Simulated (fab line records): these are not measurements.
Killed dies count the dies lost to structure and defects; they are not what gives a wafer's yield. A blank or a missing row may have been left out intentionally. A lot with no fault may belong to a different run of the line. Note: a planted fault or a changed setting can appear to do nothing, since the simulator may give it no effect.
What tool caused it? ; flow berkeley cmos170 ; Sampling: 14 lots, 42 wafers, 2 of 331 route steps

## WHAT THE GAUGES READ, wafer by wafer
No reading from a measuring or inspecting step in the record can be judged against a usual standard deviation.

## EACH LOT AND THE TOOL THAT RAN IT (in order: tool; ch and the chambers of the sampled wafers; start)
lot;UCB170_NLDD_COAT_01;UCB170_NLDD_STRIP_10
L171;litho track-01 ch 0, day 6 18:29;plasma asher-04 ch 1, day 6 20:03
L172;litho track-02 ch 0, day 7 17:29;plasma asher-01 ch 0,1, day 7 18:45
L173;litho track-04 ch 0, day 7 22:34;plasma asher-01 ch 0,1, day 8 00:29
L176;litho track-04 ch 0, day 7 23:01;plasma asher-04 ch 0,1, day 8 00:55
L174;litho track-01 ch 0, day 7 23:53;plasma asher-04 ch 0,1, day 8 01:28
L175;litho track-02 ch 0, day 7 23:53;plasma asher-03 ch 0,1, day 8 02:01
L177;litho track-02 ch 0, day 8 21:13;plasma asher-04 ch 0,1, day 8 22:29
L181;litho track-04 ch 0, day 9 04:34;plasma asher-03 ch 0,1, day 9 06:04
L180;litho track-01 ch 0, day 9 05:14;plasma asher-01 ch 0,1, day 9 06:59
L186;litho track-04 ch 0, day 10 07:04;plasma asher-01 ch 0,1, day 10 08:58
L184;litho track-01 ch 0, day 10 08:30;plasma asher-04 ch 0,1, day 10 10:05
L189;litho track-02 ch 0, day 11 00:10;plasma asher-03 ch 0,1, day 11 01:39
L193;litho track-04 ch 0, day 11 11:05;plasma asher-04 ch 0,1, day 11 12:34
L192;litho track-02 ch 0, day 11 11:25;plasma asher-01 ch 0,1, day 11 13:05
- UCB170_NLDD_COAT_01: resist thk 900 nm.
- UCB170_NLDD_STRIP_10: strips in O2.

## AS READ BY THE TOOLS THEMSELVES (means over the sampled wafers that have a number; for cases with no such wafer, the mark the record gives instead)
UCB170_NLDD_STRIP_10.
lot;tool;drypump motor current A (A);o2 flow sccm (sccm);oes product au (a.u.);strip time to endpoint s (s)
L171;plasma asher-04;4.8;400.0;0.739;21.60
L172;plasma asher-01;6.1;399.5;0.733;21.72
L173;plasma asher-01;6.1;400.5;0.738;21.58
L176;plasma asher-04;5.8;400.0;0.737;21.56
L174;plasma asher-04;5.3;399.9;0.736;21.66
L175;plasma asher-03;5.6;399.8;0.738;21.76
L177;plasma asher-04;5.3;401.9;0.736;21.66
L181;plasma asher-03;5.4;401.0;0.728;21.59
L180;plasma asher-01;6.2;399.6;0.732;21.23
L186;plasma asher-01;6.1;399.9;0.731;21.58
L184;plasma asher-04;5.3;401.2;0.732;21.38
L189;plasma asher-03;5.5;400.6;0.735;21.65
L193;plasma asher-04;5.8;400.2;0.738;21.66
L192;plasma asher-01;6.1;399.6;0.738;21.70

## THE ANSWER, worked out from the rows above alone
Rule: what is usual is taken from the lots themselves. Put in order of their means at a reading, lots are off if they are a third of the lots or fewer, leave a main group of 4 or more, and stand apart from it by a gap of 3 or more times the standard deviation of the main group's means; of several such gaps the widest counts. A main group is skipped when, at the precision printed for the reading in the tables above, its means are all equal. A lot without any number at a reading at which 4 lots or more have one is off too. All remaining lots with rows at the step are treated as sound. First the gauges in route order, then the tools' own readings, where a lot's mean is used as printed above. At the first step where some lot is off, the reading lying furthest off is the one used; lots without a number count as furthest.
Across all readings shown, no lot is off: no conclusion can be drawn from this.

## WHAT WAS PUT IN BY THE SIMULATOR
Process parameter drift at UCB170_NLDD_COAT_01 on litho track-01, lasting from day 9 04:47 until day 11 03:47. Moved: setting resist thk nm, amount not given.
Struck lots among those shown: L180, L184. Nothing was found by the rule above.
